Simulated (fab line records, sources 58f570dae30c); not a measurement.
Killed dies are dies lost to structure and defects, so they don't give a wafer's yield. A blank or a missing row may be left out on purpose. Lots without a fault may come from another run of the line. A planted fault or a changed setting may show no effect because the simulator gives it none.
Which tool did it? | flow berkeley_cmos170 | 14 lots, 42 wafers sampled, at 6 steps of a route of 331

WHAT THE GAUGES READ, wafer by wafer
UCB170_ACTIVE_CD_MEAS_90: target cd 1200 nm. Usual: cd_nm 1200.2 nm, standard deviation 1.4.
lot  | measured    | on        | cd_nm (nm)           | flag
L752 | day 4 07:07 | cd_sem-01 | 1199.8 1200.2 1200.5 |
L753 | day 4 07:37 | cd_sem-02 | 1201.7 1200.8 1201.7 |
L754 | day 4 14:28 | cd_sem-02 | 1200.7 1201.2 1199.6 |
L755 | day 4 14:44 | cd_sem-01 | 1199.1 1199.6 1201.3 |
L761 | day 5 17:40 | cd_sem-01 | 1199.3 1199.3 1200.4 |
L757 | day 5 18:16 | cd_sem-01 | 1199.4 1198.7 1200.0 |
L760 | day 5 18:37 | cd_sem-01 | 1200.7 1198.6 1199.6 |
L756 | day 5 19:00 | cd_sem-01 | 1201.7 1199.6 1200.6 |
L758 | day 5 19:24 | cd_sem-01 | 1202.4 1201.9 1202.2 |
L768 | day 7 11:28 | cd_sem-01 | 1202.8 1201.4 1201.0 |
L767 | day 7 11:49 | cd_sem-02 | 1201.1 1201.6 1200.8 |
L769 | day 7 12:17 | cd_sem-01 | 1201.1 1200.8 1200.4 |
L773 | day 8 08:47 | cd_sem-02 | 1200.4 1198.4 1199.5 |
L774 | day 8 17:25 | cd_sem-02 | 1196.7 1197.8 1197.0 |

UCB170_GATE_THK_MEAS_05. Usual: GATE_POLY_THK 213.3 nm, standard deviation 2.2.
lot  | measured     | on            | GATE_POLY_THK (nm) | flag
L752 | day 6 00:56  | film_metro-03 | 214.2 214.5 213.8  |
L753 | day 5 19:29  | film_metro-03 | 217.1 215.9 217.6  |
L754 | day 6 09:41  | film_metro-04 | 213.2 212.1 212.8  |
L755 | day 6 09:41  | film_metro-02 | 212.6 213.0 212.6  |
L761 | day 7 04:27  | film_metro-04 | 213.0 213.1 215.7  |
L757 | day 7 04:27  | film_metro-02 | 213.0 213.2 212.0  |
L760 | day 7 04:27  | film_metro-03 | 213.2 212.4 214.2  |
L756 | day 7 04:31  | film_metro-02 | 214.9 215.4 214.7  |
L758 | day 7 04:32  | film_metro-04 | 213.3 213.8 213.2  |
L768 | day 9 02:17  | film_metro-03 | 212.6 213.9 214.4  |
L767 | day 9 02:15  | film_metro-03 | 210.7 213.1 211.3  |
L769 | day 9 02:14  | film_metro-04 | 215.1 214.6 214.5  |
L773 | day 10 06:26 | film_metro-02 | 211.9 210.4 212.1  |
L774 | day 10 06:28 | film_metro-03 | 214.0 213.1 213.4  |

UCB170_NLDD_CD_MEAS_06: target cd 1200 nm. Usual: cd_nm 1200.4 nm, standard deviation 1.4.
lot  | measured     | on        | cd_nm (nm)           | flag
L752 | day 6 09:44  | cd_sem-02 | 1201.3 1201.8 1201.4 |
L753 | day 6 03:55  | cd_sem-02 | 1200.7 1199.2 1200.3 |
L754 | day 6 17:28  | cd_sem-02 | 1196.6 1198.2 1196.4 |
L755 | day 6 17:29  | cd_sem-01 | 1198.7 1202.0 1199.6 |
L761 | day 7 12:06  | cd_sem-01 | 1201.6 1200.7 1201.4 |
L757 | day 7 11:11  | cd_sem-02 | 1202.6 1201.2 1202.0 |
L760 | day 7 11:49  | cd_sem-01 | 1201.2 1200.9 1200.2 |
L756 | day 7 12:39  | cd_sem-02 | 1198.5 1199.7 1200.9 |
L758 | day 7 12:53  | cd_sem-01 | 1201.6 1201.0 1200.9 |
L768 | day 9 08:56  | cd_sem-02 | 1199.7 1200.9 1201.2 |
L767 | day 9 08:23  | cd_sem-01 | 1199.8 1202.5 1200.6 |
L769 | day 9 07:39  | cd_sem-01 | 1201.4 1201.3 1201.9 |
L773 | day 10 12:05 | cd_sem-02 | 1203.3 1203.0 1204.1 |
L774 | day 10 11:51 | cd_sem-01 | 1200.4 1198.6 1199.6 |

UCB170_SDANNEAL_RS_MEAS_04: measures by four-point-probe. Usual: PLDD_RS 1032 ohm/sq, standard deviation 3.3.
lot  | measured     | on            | PLDD_RS (ohm/sq)              | flag
L752 | day 6 20:15  | film_metro-01 | 1031 1028 1032                |
L753 | day 6 19:20  | film_metro-02 | 1036 1036 1036                |
L754 | day 7 04:35  | film_metro-01 | 1029 1030 1030                |
L755 | day 7 04:55  | film_metro-03 | 1029 1030 1029                |
L761 | day 7 22:40  | film_metro-01 | 1033 1032 1028                |
L757 | day 7 22:59  | film_metro-03 | 1010 1011 1009 1008 1010 1009 | OFF
L760 | day 7 22:05  | film_metro-02 | 1033 1033 1033                |
L756 | day 8 00:01  | film_metro-03 | 1032 1029 1032                |
L758 | day 8 00:14  | film_metro-02 | 1016 1015 1013 1014 1013 1015 | OFF
L768 | day 9 17:53  | film_metro-03 | 1035 1034 1034                |
L767 | day 9 17:40  | film_metro-02 | 1036 1035 1038                |
L769 | day 9 17:17  | film_metro-03 | 1032 1035 1033                |
L773 | day 10 22:40 | film_metro-02 | 1032 1032 1035                |
L774 | day 10 22:32 | film_metro-03 | 1030 1032 1028                |

UCB170_SDANNEAL_RS_MEAS_05: measures by four-point-probe. Usual: NLDD_RS 616.5 ohm/sq, standard deviation 1.5.
lot  | measured     | on            | NLDD_RS (ohm/sq)  | flag
L752 | day 6 20:22  | film_metro-01 | 614.2 614.2 616.4 |
L753 | day 6 19:27  | film_metro-02 | 618.9 617.7 616.8 |
L754 | day 7 04:43  | film_metro-01 | 618.8 616.8 616.8 |
L755 | day 7 05:02  | film_metro-03 | 616.4 616.3 616.0 |
L761 | day 7 22:47  | film_metro-01 | 616.8 618.1 617.7 |
L757 | day 8 01:36  | film_metro-03 | 614.2 614.8 616.3 |
L760 | day 7 22:13  | film_metro-02 | 618.7 618.3 618.2 |
L756 | day 8 00:08  | film_metro-03 | 616.3 614.9 615.0 |
L758 | day 8 02:36  | film_metro-02 | 617.6 618.1 617.5 |
L768 | day 9 18:01  | film_metro-03 | 612.2 614.2 615.0 |
L767 | day 9 17:47  | film_metro-02 | 618.0 619.0 617.7 |
L769 | day 9 17:25  | film_metro-03 | 615.6 616.1 616.4 |
L773 | day 10 22:47 | film_metro-02 | 616.7 617.5 617.2 |
L774 | day 10 22:39 | film_metro-03 | 616.9 616.8 615.9 |

WHICH TOOL RAN EACH LOT (tool, then ch and the chambers of the sampled wafers, then the start)
lot  | UCB170_PLDD_IMPLANT_08
L752 | implanter-04 ch 0, day 6 06:49
L753 | implanter-01 ch 0, day 6 01:40
L754 | implanter-03 ch 0, day 6 13:44
L755 | implanter-01 ch 0, day 6 13:29
L761 | implanter-04 ch 0, day 7 07:44
L757 | implanter-01 ch 0, day 7 08:01
L760 | implanter-01 ch 0, day 7 07:27
L756 | implanter-04 ch 0, day 7 08:39
L758 | implanter-01 ch 0, day 7 08:59
L768 | implanter-03 ch 0, day 9 07:02
L767 | implanter-04 ch 0, day 9 06:29
L769 | implanter-03 ch 0, day 9 05:58
L773 | implanter-03 ch 0, day 10 09:43
L774 | implanter-04 ch 0, day 10 09:29
- UCB170_PLDD_IMPLANT_08

WHAT THE TOOLS THEMSELVES READ (means of the sampled wafers that have a number; where no wafer has one, the mark that the record gives instead)
UCB170_PLDD_IMPLANT_08. Usual: dose_ions_cm2 4.999e+13, standard deviation 4.9e+10; faraday_current_uA 159, standard deviation 3.2; tilt_deg 6.997 degrees, standard deviation 0.019.
lot  | tool         | dose_ions_cm2 | faraday_current_uA | tilt_deg (degrees) | flag
L752 | implanter-04 | 5.000e+13     | 159                | 6.981              |
L753 | implanter-01 | 5.000e+13     | 160                | 7.021              |
L754 | implanter-03 | 5.002e+13     | 154                | 6.987              |
L755 | implanter-01 | 4.996e+13     | 158                | 6.988              |
L761 | implanter-04 | 5.006e+13     | 159                | 7.001              |
L757 | implanter-01 | 5.266e+13     | 170                | 6.990              | OFF
L760 | implanter-01 | 5.002e+13     | 156                | 6.996              |
L756 | implanter-04 | 4.994e+13     | 156                | 6.998              |
L758 | implanter-01 | 5.273e+13     | 169                | 6.995              | OFF
L768 | implanter-03 | 4.993e+13     | 156                | 7.001              |
L767 | implanter-04 | 4.997e+13     | 158                | 7.021              |
L769 | implanter-03 | 5.004e+13     | 157                | 6.997              |
L773 | implanter-03 | 4.994e+13     | 161                | 7.027              |
L774 | implanter-04 | 5.001e+13     | 160                | 6.994              |

THE ANSWER, worked out from the rows above alone
Rule: a lot is off if the mean of its wafers that have a number lies more than 3 standard deviations from the usual mean. A lot without any number at a reading at which 4 lots or more have one is off too. The other lots that the step has rows for count as sound. The gauges are gone through in route order, then the tools' own readings, and for those a lot's mean is taken as printed above. The first step at which some lot is off is used, and at that step the reading that is off furthest; a lot without a number counts as furthest.
Off: L757, L758, at UCB170_SDANNEAL_RS_MEAS_04 (PLDD_RS).
A tool fits if, at a process step before that reading, it ran every lot that is off, and no sound lot after the first of them. The gauges at UCB170_SDANNEAL_RS_MEAS_04 aren't tried: what is off there is off at UCB170_PLDD_IMPLANT_08 too, on other tools, and a gauge's error can't cause that. One fits: implanter-01 at UCB170_PLDD_IMPLANT_08. Its last sound lot is L760 (day 7 07:27), its first lot that is off L757 (day 7 08:01): a fault that began between those two fits.
The tool's own readings at UCB170_PLDD_IMPLANT_08 bear it out: on the lots that are off they differ by more than 5 times the standard deviation of the sound lots' means. dose_ions_cm2 reads 5.270e+13 there against 4.999e+13 on the sound lots; faraday_current_uA reads 170 there against 158 on the sound lots.

WHAT THE SIMULATOR HAD PUT IN
Process parameter drift: implanter-01, from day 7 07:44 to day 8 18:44, at UCB170_PLDD_IMPLANT_08. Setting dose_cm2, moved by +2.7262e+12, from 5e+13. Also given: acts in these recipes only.
Lots struck among those shown: L757, L758. The rule above found the same.
